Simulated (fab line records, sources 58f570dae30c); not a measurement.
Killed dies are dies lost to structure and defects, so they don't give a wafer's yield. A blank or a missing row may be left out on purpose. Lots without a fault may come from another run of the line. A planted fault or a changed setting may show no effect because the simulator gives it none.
Which tool did it? | flow berkeley_cmos170 | 14 lots, 42 wafers sampled, at 2 steps of a route of 331

WHAT THE GAUGES READ, wafer by wafer
UCB170_PVT_TW_MEAS_09. Usual: PVT_TW 506, standard deviation 4.2.
lot  | measured     | on            | PVT_TW      | flag
L265 | day 5 14:16  | film_metro-03 | 502 500 499 |
L266 | day 5 14:23  | film_metro-02 | 509 508 507 |
L268 | day 5 18:01  | film_metro-02 | 507 510 512 |
L267 | day 5 18:26  | film_metro-02 | 509 509 510 |
L273 | day 7 04:51  | film_metro-02 | 510 507 508 |
L272 | day 7 04:53  | film_metro-03 | 502 501 500 |
L274 | day 7 16:35  | film_metro-03 | 503 503 501 |
L275 | day 7 21:09  | film_metro-03 | 503 501 501 |
L277 | day 8 13:26  | film_metro-02 | 507 504 506 |
L278 | day 8 14:13  | film_metro-03 | 504 502 503 |
L281 | day 9 03:49  | film_metro-03 | 501 505 501 |
L280 | day 9 04:05  | film_metro-03 | 504 502 504 |
L285 | day 10 03:26 | film_metro-01 | 515 515 513 |
L288 | day 10 15:41 | film_metro-03 | 503 505 503 |

WHICH TOOL RAN EACH LOT (tool, then ch and the chambers of the sampled wafers, then the start)
lot  | UCB170_PVT_STRIP_08
L265 | plasma_asher-02 ch 0,1, day 5 14:09
L266 | plasma_asher-04 ch 0,1, day 5 14:16
L268 | plasma_asher-02 ch 0,1, day 5 17:55
L267 | plasma_asher-02 ch 0,1, day 5 18:22
L273 | plasma_asher-01 ch 0,1, day 7 04:45
L272 | plasma_asher-04 ch 0,1, day 7 04:48
L274 | plasma_asher-02 ch 0,1, day 7 16:30
L275 | plasma_asher-01 ch 0,1, day 7 21:04
L277 | plasma_asher-04 ch 0,1, day 8 13:20
L278 | plasma_asher-02 ch 0,1, day 8 14:07
L281 | plasma_asher-04 ch 0,1, day 9 03:44
L280 | plasma_asher-01 ch 0,1, day 9 03:59
L285 | plasma_asher-02 ch 0,1, day 10 03:21
L288 | plasma_asher-01 ch 0,1, day 10 15:35
- UCB170_PVT_STRIP_08: strips in O2.

WHAT THE TOOLS THEMSELVES READ (means of the sampled wafers that have a number; where no wafer has one, the mark that the record gives instead)
UCB170_PVT_STRIP_08. Usual: drypump_motor_current_A 5.7 A, standard deviation 0.55; oes_product_au 0.734 a.u., standard deviation 0.0046; strip_time_to_endpoint_s 21.66 s, standard deviation 0.065.
lot  | tool            | drypump_motor_current_A (A) | oes_product_au (a.u.) | strip_time_to_endpoint_s (s) | flag
L265 | plasma_asher-02 | 5.8                         | 0.735                 | 21.66                        |
L266 | plasma_asher-04 | 5.9                         | 0.736                 | 21.71                        |
L268 | plasma_asher-02 | 6.1                         | 0.737                 | 21.62                        |
L267 | plasma_asher-02 | 6.2                         | 0.738                 | 21.64                        |
L273 | plasma_asher-01 | 5.3                         | 0.737                 | 21.67                        |
L272 | plasma_asher-04 | 5.5                         | 0.731                 | 21.73                        |
L274 | plasma_asher-02 | 5.8                         | 0.735                 | 21.62                        |
L275 | plasma_asher-01 | 5.3                         | 0.732                 | 21.66                        |
L277 | plasma_asher-04 | 5.9                         | 0.737                 | 21.70                        |
L278 | plasma_asher-02 | 5.8                         | 0.736                 | 21.70                        |
L281 | plasma_asher-04 | 5.5                         | 0.731                 | 21.71                        |
L280 | plasma_asher-01 | 5.3                         | 0.734                 | 21.70                        |
L285 | plasma_asher-02 | 5.8                         | 0.733                 | 21.61                        |
L288 | plasma_asher-01 | 5.4                         | 0.733                 | 21.71                        |

THE ANSWER, worked out from the rows above alone
Rule: a lot is off if the mean of its wafers that have a number lies more than 3 standard deviations from the usual mean. A lot without any number at a reading at which 4 lots or more have one is off too. The other lots that the step has rows for count as sound. The gauges are gone through in route order, then the tools' own readings, and for those a lot's mean is taken as printed above. The first step at which some lot is off is used, and at that step the reading that is off furthest; a lot without a number counts as furthest.
No lot is off at any reading shown: from this, nothing can be told.

WHAT THE SIMULATOR HAD PUT IN
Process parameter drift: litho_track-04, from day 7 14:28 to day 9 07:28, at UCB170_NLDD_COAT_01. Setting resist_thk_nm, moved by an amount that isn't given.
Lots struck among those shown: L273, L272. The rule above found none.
